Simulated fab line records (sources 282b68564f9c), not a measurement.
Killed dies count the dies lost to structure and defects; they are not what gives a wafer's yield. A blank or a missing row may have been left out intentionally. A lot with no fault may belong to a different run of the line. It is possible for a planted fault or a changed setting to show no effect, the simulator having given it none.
fab line records	flow rit-cmos
record lots=5	wafers=15	last-day=8
route steps=202 shown ACTIVE@1 M1@202
lots untouched by any fault: they come from a run of this same line in which no faults occurred
start-h: the number of hours between the record's first day and the start of the first shown wafer of the lot	wait-h: hours elapsed since this lot's preceding step	" identical to the entry in the row above	L1.1+2: a row that stands for several wafers	- value missing, or start not given	* or withheld: withheld	< > ~ a bound
route shown NAME@n: a module of which the file shows steps, and the number in the route of the first	usual: mean/standard deviation of fault-free wafers	same: alike in all rows	chamber/n: place in a boat	sites: readings site by site	_std_site: the values' standard deviation	_edge_site: the outer-site mean with the inner-site mean subtracted	radius-mm: how far each site lies from the wafer's centre	mask NAME#n: copy n	behind: the last tool/chamber to shape the wafer	hold: the reason the lot was held/the length of the hold in hours/how it ended	device: names the non-switching transistor (n, p or np)	end of line: the tests these same wafers got at the end of their route	a step with no rows: only its recipe	killed: count of dies lost to structure and defects at first sort (not the wafer's yield)	map: the dies of a wafer, with x for killed, . for not killed, _ for no die there
set.NAME: the setting as run; set.NAME@STEP: as run at that earlier step	model.NAME: the simulator's own value behind a step, which no gauge read
a table for each step, a row for each wafer; lots at some steps of the route
services: a tool's chamber out of use, with start hour (start-h, from the record's first day; less than 0 if before it), hours out, and reason
## steps
# step RIT_ACTIVE_BOW_MEAS_00
# recipe mode=bow
# usual INCOMING_BOW=1/6.9
lot.wafer	tool	chamber	start-h	wait-h	INCOMING_BOW[um]
L480.1	film-metro-02	-	25.00	-	1
L480.2	"	-	"	"	-11
L480.3	"	-	"	"	-5
L491.1	film-metro-01	-	80.00	-	-1
L491.5	"	-	"	"	-3
L491.6	"	-	"	"	2
L494.1	film-metro-02	-	95.00	-	0
L494.4	"	-	"	"	-13
L494.6	"	-	"	"	-2
L495.1	film-metro-03	-	100.00	-	7
L495.3	"	-	"	"	10
L495.5	"	-	"	"	2
L499.2	film-metro-03	-	120.02	-	5
L499.5	"	-	"	"	-3
L499.6	"	-	"	"	13
# step RIT_ACTIVE_OXIDATION_01
# recipe temp-c=1000	ambient=O2	target-thk-a=468	ox-time-s=3360
# step RIT_ACTIVE_THK_MEAS_02
# recipe reads=SiO2_of_ACTIVE_OXIDATION_01
# usual ACTIVE_OXIDE_THK=47.1/0.86
lot.wafer	tool	chamber	start-h	wait-h	ACTIVE_OXIDE_THK[nm]
L480.1	film-metro-02	-	27.05	0.0	46.4
L480.2	"	-	"	"	45.7
L480.3	"	-	"	"	45.6
L491.1	film-metro-01	-	83.13	0.0	46.7
L491.5	"	-	"	"	47.4
L491.6	"	-	"	"	47.6
L494.1	film-metro-02	-	98.77	0.0	46.2
L494.4	"	-	"	"	46.4
L494.6	"	-	"	"	46.7
L495.1	film-metro-01	-	102.05	0.0	48.2
L495.3	"	-	"	"	47.6
L495.5	"	-	"	"	48.3
L499.2	film-metro-03	-	125.83	0.0	46.2
L499.5	"	-	"	"	45.6
L499.6	"	-	"	"	46.6
# step RIT_ACTIVE_CVD_03
# recipe material=Si3N4	target-thk-nm=150	temp-c=810	precursor=SiH2Cl2/NH3	time-s=1500	pressure-mtorr=300	sih2cl2-flow-sccm=60	nh3-flow-sccm=150
# step RIT_ACTIVE_THK_MEAS_04
# recipe reads=Si3N4_of_ACTIVE_CVD_03
# usual ACTIVE_NITRIDE_THK=150.4/1.4
lot.wafer	tool	chamber	start-h	wait-h	ACTIVE_NITRIDE_THK[nm]
L480.1	film-metro-01	-	28.53	0.0	152.0
L480.2	"	-	"	"	152.1
L480.3	"	-	"	"	151.8
L491.1	film-metro-02	-	84.60	0.0	150.6
L491.5	"	-	"	"	152.7
L491.6	"	-	"	"	151.6
L494.1	film-metro-01	-	101.08	0.0	150.9
L494.4	"	-	"	"	150.9
L494.6	"	-	"	"	149.8
L495.1	film-metro-01	-	103.53	0.0	150.6
L495.3	"	-	"	"	149.7
L495.5	"	-	"	"	150.4
L499.2	film-metro-02	-	127.31	0.0	150.5
L499.5	"	-	"	"	151.3
L499.6	"	-	"	"	151.0
# step RIT_ACTIVE_HMDS_05
# recipe prime-time-s=60	prime-temp-c=140
# step RIT_ACTIVE_COAT_06
# recipe resist=NOVOLAK	spin-rpm=3250	resist-thk-nm=1000
# step RIT_ACTIVE_SOFTBAKE_07
# recipe resist=NOVOLAK	temp-c=90	time-s=60
# step RIT_ACTIVE_EXPOSE_08
# recipe mask-id=M1	na=0.6	source-shape=conventional	sigma-outer=0.6	target-cd-nm=1400	dose-mj=225
# usual exposure-dose-mJ-cm2=224.90/0.25	focus-offset-nm=-0.1/0.52
lot.wafer	tool	chamber	start-h	wait-h	mask	exposure-dose-mJ-cm2	focus-offset-nm
L480.1	iline-stepper-01	0	29.04	0.1	M1#0	224.92	-0.7
L480.2	"	0	"	"	M1#0	224.62	-0.6
L480.3	"	0	"	"	M1#0	224.83	-0.7
L491.1	iline-stepper-02	0	85.24	0.2	M1#0	225.25	-0.3
L491.5	"	0	"	"	M1#0	224.84	0.2
L491.6	"	0	"	"	M1#0	225.23	1.0
L494.1	iline-stepper-02	0	101.72	0.2	M1_R1#0	225.15	-0.9
L494.4	"	0	"	"	M1_R1#0	224.50	0.1
L494.6	"	0	"	"	M1_R1#0	224.63	-0.2
L495.1	iline-stepper-01	0	104.17	0.2	M1#0	225.06	-0.7
L495.3	"	0	"	"	M1#0	225.21	-0.1
L495.5	"	0	"	"	M1#0	225.19	0.2
L499.2	iline-stepper-01	0	127.83	0.1	M1#0	224.82	0.0
L499.5	"	0	"	"	M1#0	225.17	0.2
L499.6	"	0	"	"	M1#0	225.06	0.1
# step RIT_ACTIVE_PEB_09
# recipe resist=NOVOLAK	temp-c=withheld	time-s=withheld
# step RIT_ACTIVE_DEVELOP_10
# recipe resist=NOVOLAK	develop-time-s=50	dev-temp-c=23
# step RIT_ACTIVE_CD_MEAS_11
# recipe target-cd-nm=1400
# usual cd-nm=1399.4/2.3
lot.wafer	tool	chamber	start-h	wait-h	cd-nm
L480.1	cd-sem-01	-	29.44	-	1406.8
L480.2	"	-	"	"	1402.0
L480.3	"	-	"	"	1402.9
L491.1	cd-sem-02	-	85.64	-	1402.8
L491.5	"	-	"	"	1403.4
L491.6	"	-	"	"	1403.9
L494.1	cd-sem-02	-	102.12	-	1278.9
L494.4	"	-	"	"	1279.2
L494.6	"	-	"	"	1282.7
L495.1	cd-sem-02	-	104.56	-	1399.9
L495.3	"	-	"	"	1400.8
L495.5	"	-	"	"	1401.1
L499.2	cd-sem-02	-	128.23	-	1396.2
L499.5	"	-	"	"	1394.9
L499.6	"	-	"	"	1397.0
# step RIT_ACTIVE_HARDBAKE_12
# recipe resist=NOVOLAK	temp-c=140	time-s=60
# step RIT_ACTIVE_ETCH_13
# recipe stop-on=SiO2	chemistry=SF6	target=Si3N4	time-s=210	over-etch-frac=0.4	SF6_flow_sccm=200	pressure-mtorr=260	rf-w=125	target-depth-a=2100
# usual drypump-motor-current-A=5.8/0.48	oes-product-au=0.825/0.011	throttle-valve-pct=7.53/0.084
lot.wafer	tool	chamber	start-h	wait-h	drypump-motor-current-A	oes-product-au	rf-hours-counter-h	throttle-valve-pct	model.ACTIVE.cd-nm
L480.1	rie-diel-01	2	29.71	0.1	5.0	0.821	4	7.46	1407
L480.2	"	0	"	"	6.3	0.833	1	7.53	1402
L480.3	"	3	"	"	5.8	0.831	53	7.55	1403
L491.1	rie-diel-03	2	85.91	0.1	5.9	0.823	162	7.62	1403
L491.5	"	2	"	"	5.9	0.825	-	7.62	1403
L491.6	"	0	"	"	5.5	0.833	-	7.62	1404
L494.1	rie-diel-03	2	102.39	0.1	5.9	0.826	162	7.60	1279
L494.4	"	2	"	"	5.9	0.824	-	7.61	1279
L494.6	"	0	"	"	5.5	0.815	-	7.61	1283
L495.1	rie-diel-01	3	104.83	0.1	5.8	0.824	55	7.55	-
L495.3	"	2	"	"	5.0	0.816	5	7.47	1401
L495.5	"	2	"	"	5.1	0.825	-	7.46	1401
L499.2	rie-diel-03	0	128.48	0.1	5.5	0.825	113	7.61	1397
L499.5	"	0	"	"	5.5	0.832	-	7.62	1395
L499.6	"	3	"	"	6.2	0.842	-	7.57	1397
# step RIT_ACTIVE_STRIP_14
# recipe chemistry=O2	time-s=180	resist=NOVOLAK	platen-temp-c=withheld	power-w=500	pressure-mtorr=4000	o2-flow-sccm=4000
# usual drypump-motor-current-A=5.8/0.41	o2-flow-sccm=4001/12
lot.wafer	tool	chamber	start-h	wait-h	drypump-motor-current-A	o2-flow-sccm	rf-hours-counter-h
L480.1	plasma-asher-01	1	29.84	0.1	6.0	4008	37
L480.2	"	0	"	"	5.4	4006	37
L480.3	"	0	"	"	5.5	4012	-
L491.1	plasma-asher-01	1	86.04	0.1	6.0	4005	45
L491.5	"	0	"	"	5.4	4014	-
L491.6	"	1	"	"	6.0	4017	-
L494.1	plasma-asher-01	1	102.52	0.1	5.9	3997	46
L494.4	"	1	"	"	5.9	4008	-
L494.6	"	0	"	"	5.4	3991	-
L495.1	plasma-asher-01	0	104.97	0.1	5.4	3993	47
L495.3	"	0	"	"	5.4	3998	-
L495.5	"	0	"	"	5.4	4010	-
L499.2	plasma-asher-01	0	128.61	0.1	5.4	4007	1
L499.5	"	0	"	"	5.4	4016	-
L499.6	"	1	"	"	5.9	4000	-
# step RIT_M1_PROBE_99
# usual killed-at-contacts=0.1/0.24	killed-at-front-end=7/3.1	killed-dies=7/3.1	killed-open=3.3/1.9	killed-short=3.9/2.1
# same gross-dies=264	killed_at_M0_to_M3=0	killed_at_M4_up=0	killed-at-back-side=0	killed-at-other=0
lot.wafer	tool	chamber	start-h	wait-h	killed-at-contacts	killed-at-front-end	killed-dies	killed-open	killed-short	model.etest.pplus-sal.width-nm	model.etest.nplus-sal.width-nm	model.etest.pldd.width-nm	model.etest.nldd.width-nm	model.etest.nmos-narrow.drive-ua-um	model.etest.pmos-narrow.drive-ua-um	model.etest.field-p-metal.vt-v	model.etest.field-p.vt-v
L480.1	prober-02	-	79.32	0.1	0	12	12	5	7	3440	3437	3161	3172	229.2	102.8	-30.2	-13.04
L480.2	prober-02	-	79.37	0.1	0	4	4	1	3	3446	3432	3186	3178	228.8	103.1	-29.59	-13.04
L480.3	prober-02	-	79.42	0.2	0	10	10	8	2	3456	3424	3170	3183	230	103.8	-30.49	-13.14
L491.1	prober-02	-	145.22	0.1	0	1	1	1	0	3442	3455	3188	3185	225.5	101.5	-29.7	-12.58
L491.5	prober-02	-	145.42	0.2	0	7	7	2	5	3463	3451	3206	3205	230.6	104.5	-29.92	-12.68
L491.6	prober-02	-	145.47	0.2	0	8	8	5	3	3438	3466	3183	3179	224.9	102.8	-29.45	-12.56
L495.1	prober-02	-	165.30	0.1	0	6	6	1	5	3439	3430	3178	3153	215.7	100.9	-30.19	-13.28
L495.3	prober-02	-	165.40	0.2	1	6	7	5	2	3438	3441	3173	3166	220.1	101.8	-30.35	-13.31
L495.5	prober-02	-	165.50	0.2	0	7	7	2	5	3422	3424	3158	3161	214.5	98.56	-30.5	-13.23
L494.1	prober-01	-	166.80	0.1	0	12	12	8	4	3332	3317	3053	3053	198.2	96.3	-28.67	-12.23
L494.4	prober-01	-	166.95	0.2	1	4	5	2	3	3334	3329	3065	3050	192.8	93.08	-28.24	-12.21
L494.6	prober-01	-	167.05	0.2	0	9	9	5	3	3323	3319	3053	3055	192.2	93.41	-28.64	-12.29
L499.2	prober-02	-	194.35	0.1	0	13	13	5	8	3478	3462	3203	3201	223.9	100.5	-28.96	-12.51
L499.5	prober-02	-	194.50	0.2	0	8	8	2	6	3457	3473	3197	3211	225.6	103.5	-29.67	-12.6
L499.6	prober-02	-	194.55	0.2	1	9	10	4	6	3469	3477	3193	3198	220.9	99.89	-29.08	-12.5
# killed by level:class
L480.1 FOX1:geometric-particle:short=4 FOX1:geometric-particle:open=4 REOX:geometric-particle:short=2 REOX:geometric-particle:open=1 SILICIDE:geometric-particle:short=1
L480.2 FOX1:geometric-particle:short=2 FOX2:geometric-particle:open=1 REOX:geometric-particle:short=1
L480.3 GATE:geometric-particle:open=4 REOX:geometric-particle:short=2 FOX1:geometric-particle:open=1 FOX2:geometric-particle:open=1 REOX:geometric-particle:open=1 SILICIDE:geometric-particle:open=1
L491.1 GATE:geometric-particle:open=1
L491.5 REOX:geometric-particle:short=3 GATE:geometric-particle:open=2 GATE:geometric-particle:short=1 SILICIDE:geometric-particle:short=1
L491.6 FOX2:geometric-particle:open=2 SPACER:geometric-particle:short=2 SPACER:geometric-particle:open=2 FOX2:geometric-particle:short=1 REOX:geometric-particle:open=1
L495.1 FOX1:geometric-particle:short=2 REOX:geometric-particle:short=2 SPACER:geometric-particle:short=1 SILICIDE:geometric-particle:open=1
L495.3 REOX:geometric-particle:open=3 GATE:geometric-particle:open=2 GATE:geometric-particle:short=1 CONTACT:geometric-particle:short=1
L495.5 FOX1:geometric-particle:short=1 FOX2:geometric-particle:short=1 GATE:geometric-particle:open=1 GATE:geometric-particle:short=1 REOX:geometric-particle:open=1 REOX:geometric-particle:short=1 SILICIDE:geometric-particle:short=1
L494.1 GATE:geometric-particle:open=4 REOX:geometric-particle:short=3 REOX:geometric-particle:open=2 ACTIVE:geometric-particle:short=1 FOX1:geometric-particle:open=1 SILICIDE:geometric-particle:open=1
L494.4 SILICIDE:geometric-particle:short=2 FOX1:geometric-particle:open=1 SPACER:geometric-particle:short=1 CONTACT:geometric-particle:open=1
L494.6 FOX1:geometric-particle:short=2 REOX:geometric-particle:open=2 FOX1:geometric-particle:open=1 GATE:geometric-particle:open=1 SPACER:geometric-particle:open=1 SPACER:geometric-particle:short=1 ACTIVE:area-expose=1
L499.2 GATE:geometric-particle:short=3 REOX:geometric-particle:short=2 SILICIDE:geometric-particle:open=2 SILICIDE:geometric-particle:short=2 FOX1:geometric-particle:open=1 FOX2:geometric-particle:open=1 FOX2:geometric-particle:short=1 GATE:geometric-particle:open=1
L499.5 GATE:geometric-particle:short=2 REOX:geometric-particle:short=2 SPACER:geometric-particle:short=2 SILICIDE:geometric-particle:open=1 REOX:geometric-particle:open=1
L499.6 REOX:geometric-particle:short=2 REOX:geometric-particle:open=2 SILICIDE:geometric-particle:short=2 GATE:geometric-particle:open=1 SPACER:geometric-particle:short=1 SPACER:geometric-particle:open=1 CONTACT:geometric-particle:short=1
## services
tool	chamber	start-h	hours	kind
iline-stepper-02	-	16.33	21.4	repair
rie-diel-03	3	58.70	7.6	repair
iline-stepper-02	0	59.27	-	calibration
iline-stepper-01	0	60.40	-	calibration
rie-diel-03	-	62.19	4.3	pm
rie-diel-03	1	81.59	80.9	repair
plasma-asher-01	-	108.75	9.0	pm
plasma-asher-01	0	108.75	9.0	vent-cycle
plasma-asher-01	1	108.75	9.0	vent-cycle
iline-stepper-01	-	111.55	2.7	repair
rie-diel-03	0	113.14	5.3	repair
plasma-asher-01	0	117.75	-	clean
plasma-asher-01	1	117.75	-	clean
## key
first-sign step=RIT_ACTIVE_EXPOSE_08	reading=mask	direction=changed
effect step=RIT_ACTIVE_CD_MEAS_11	reading=cd-nm	direction=down	sigmas=52	usual=1399.4	struck=1280.3
model-effect step=RIT_ACTIVE_ETCH_13	value=ACTIVE.cd-nm	without=1400	struck=1280
model-effect step=RIT_M1_PROBE_99	value=etest.pplus-sal.width-nm	without=3450	struck=3330
met-at RIT_ACTIVE_EXPOSE_08
struck-wafers L494.1,L494.4,L494.6
tester-left-out L494
onset-between 85.24 101.72
fault kind=wrong-mask	tool=any	chamber=-	onset-h=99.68	steps=RIT_ACTIVE_EXPOSE_08	aux-copy=M1_R1#0	cd-offset-nm=-120	scope=struck-lots-only
# tester-left-out: of these lots the tester's yield and bins aren't shown, on N5 and GAA mostly nor the transistor test; their killed dies are dies lost to structure and defects alone, not to doping, threshold or leakage, so they don't give the yield
